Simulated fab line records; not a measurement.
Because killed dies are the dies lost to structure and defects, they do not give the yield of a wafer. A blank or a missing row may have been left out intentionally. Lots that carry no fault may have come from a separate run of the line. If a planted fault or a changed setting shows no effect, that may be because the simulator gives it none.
2 desks looking at one fault ; flow ritCmos ; every desk sees just its own numbers, and what lay behind them comes last

THE METROLOGY DESK
Means of the sampled wafers that have a number, per lot and without regard to the tool the lot ran on: this is what the gauges read. Any lot whose mean is over 4 standard deviations away from the usual mean is out of limits and marked OUT; that distance is given in the brackets.
Columns: A = PWELL_RS at RIT_WELLDRIVE_RS_MEAS_02, usual 426.3 ohm/sq; B = cdNm at RIT_GATE_CD_MEAS_16, usual 150.4 nm; C = SPACER_NITRIDE_THK at RIT_SPACER_THK_MEAS_04, usual 250.9 nm
lot;first seen here;A;B;C
L584;day 2 05:32;426.1;151.2;247.2
L585;day 2 11:41;425.3;149.0;248.4
L587;day 2 21:16;425.5;153.4;254.0
L588;day 3 02:22;426.8;147.8;251.9
L590;day 3 13:32;425.5;150.4;255.4
L591;day 3 20:31;427.9;148.0;251.6
L593;day 4 02:50;425.7;151.1;250.0
L594;day 4 09:12;424.1;153.8;248.7
L596;day 4 18:55;426.2;151.3;254.2
L602;day 5 22:47;458.9 (+27) OUT;152.6;249.3
L604;day 6 13:11;459.8 (+28) OUT;144.6;249.6
L605;day 6 15:12;425.7;152.6;248.2
L606;day 6 19:22;427.1;149.0;249.9
L607;day 7 02:46;424.0;151.2;249.4
This desk's finding: out of limits on L602, L604; first on L602, day 5 22:47 (PWELL_RS at RIT_WELLDRIVE_RS_MEAS_02). L584, L585, L587, L588, L590, L591, L593, L594, L596, L605, L606, L607: within limits.

AT THE TOOL OWNER'S DESK: implanter-04
For each lot that ran on this tool, the mean over its sampled wafers that have a number, from the tool's own readings at RIT_PWELL_IMPLANT_08. Any lot whose mean is over 4 standard deviations away from the usual mean is out of limits and marked OUT; that distance is given in the brackets.
Columns: A = beamOnS at RIT_PWELL_IMPLANT_08, usual 10.00 s; B = tiltDeg at RIT_PWELL_IMPLANT_08, usual 7.001 degrees
lot;first seen here;A;B
L584;day 1 23:44;10.07;7.027
L585;day 2 04:34;9.89;6.966
L587;day 2 14:43;9.96;7.007
L593;day 3 20:51;10.17;7.016
L602;day 5 17:06;9.81;6.993
L604;day 6 06:24;10.07;7.005
This desk's finding: nothing out of limits on any of the 6 lots.

PUT TOGETHER
The metrology desk could have raised an alarm at day 5 22:47, on L602, L604.
Nothing out of limits was seen by the tool owner's desk.
Tool owner's desk: L602, L604 on record, inside its limits.
On implanter-04, each named lot ran RIT_PWELL_IMPLANT_08.

WHAT THE SIMULATOR HAD INSERTED
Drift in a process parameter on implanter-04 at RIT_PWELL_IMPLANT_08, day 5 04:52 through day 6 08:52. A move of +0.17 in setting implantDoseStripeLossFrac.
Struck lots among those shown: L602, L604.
Per desk, hours elapsed from the start of the fault to the first reading out of limits: for the metrology desk, 18.
